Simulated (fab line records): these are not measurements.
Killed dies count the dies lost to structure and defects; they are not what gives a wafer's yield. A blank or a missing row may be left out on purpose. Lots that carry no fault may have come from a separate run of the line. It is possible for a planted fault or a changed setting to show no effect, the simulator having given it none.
The tool behind it: which one? :: flow berkeley-cmos170 :: 6 lots with 18 wafers sampled at 3 steps, on a route of 331 steps

WHAT THE GAUGES READ, wafer by wafer
UCB170_PLDD_TW_MEAS_11.
lot: L934
measured: day 8 09:53
on: film-metro-01
PLDD_TW: 1021 1020 1010

lot: L933
measured: day 8 10:02
on: film-metro-03
PLDD_TW: 996 995 998

lot: L937
measured: day 9 22:42
on: film-metro-03
PLDD_TW: 989 995 990

lot: L940
measured: day 9 22:43
on: film-metro-02
PLDD_TW: 1007 1006 1000

lot: L944
measured: day 11 00:52
on: film-metro-03
PLDD_TW: 995 965 970 994 966 967

lot: L949
measured: day 11 10:25
on: film-metro-02
PLDD_TW: 1004 1004 1001

TOOL THAT RAN EACH LOT (tool first, then ch and the chambers of the sampled wafers, then the start)
lot: L934
UCB170_ZERO_ETCH_06: rie-diel-04 ch 0,1,3, day 3 01:56
UCB170_PLDD_IMPLANT_08: implanter-03 ch 0, day 8 09:10

lot: L933
UCB170_ZERO_ETCH_06: rie-diel-03 ch 0,2,3, day 3 02:16
UCB170_PLDD_IMPLANT_08: implanter-02 ch 0, day 8 09:29

lot: L937
UCB170_ZERO_ETCH_06: rie-diel-02 ch 0,1, day 4 04:54
UCB170_PLDD_IMPLANT_08: implanter-03 ch 0, day 9 22:19

lot: L940
UCB170_ZERO_ETCH_06: rie-diel-03 ch 0,1, day 4 17:19
UCB170_PLDD_IMPLANT_08: implanter-02 ch 0, day 9 22:19

lot: L944
UCB170_ZERO_ETCH_06: rie-diel-04 ch 0,1,2, day 5 15:10
UCB170_PLDD_IMPLANT_08: implanter-04 ch 0, day 11 00:28

lot: L949
UCB170_ZERO_ETCH_06: rie-diel-04 ch 0,1,3, day 6 07:40
UCB170_PLDD_IMPLANT_08: implanter-03 ch 0, day 11 10:02
- UCB170_ZERO_ETCH_06: etches SiO2 in CHF3/CF4/Ar, time 12 s.
- UCB170_PLDD_IMPLANT_08

THE ANSWER, worked out from the rows above alone
Rule: the usual values come from the lots themselves. Put in order of their means at a reading, lots are off if they are a third of the lots or fewer, leave a main group of 4 or more, and stand apart from it by a gap of 3 or more times the standard deviation of the main group's means; of several such gaps the widest counts. If all means in a main group match to the digits the tables above print for the reading, that group is not used. Also off: a lot with no number at a reading for which 4 or more lots have one. Where the step has rows for the other lots, those lots are counted as sound.
No lot is off at any reading shown: from this, nothing can be told.

WHAT THE SIMULATOR PUT IN
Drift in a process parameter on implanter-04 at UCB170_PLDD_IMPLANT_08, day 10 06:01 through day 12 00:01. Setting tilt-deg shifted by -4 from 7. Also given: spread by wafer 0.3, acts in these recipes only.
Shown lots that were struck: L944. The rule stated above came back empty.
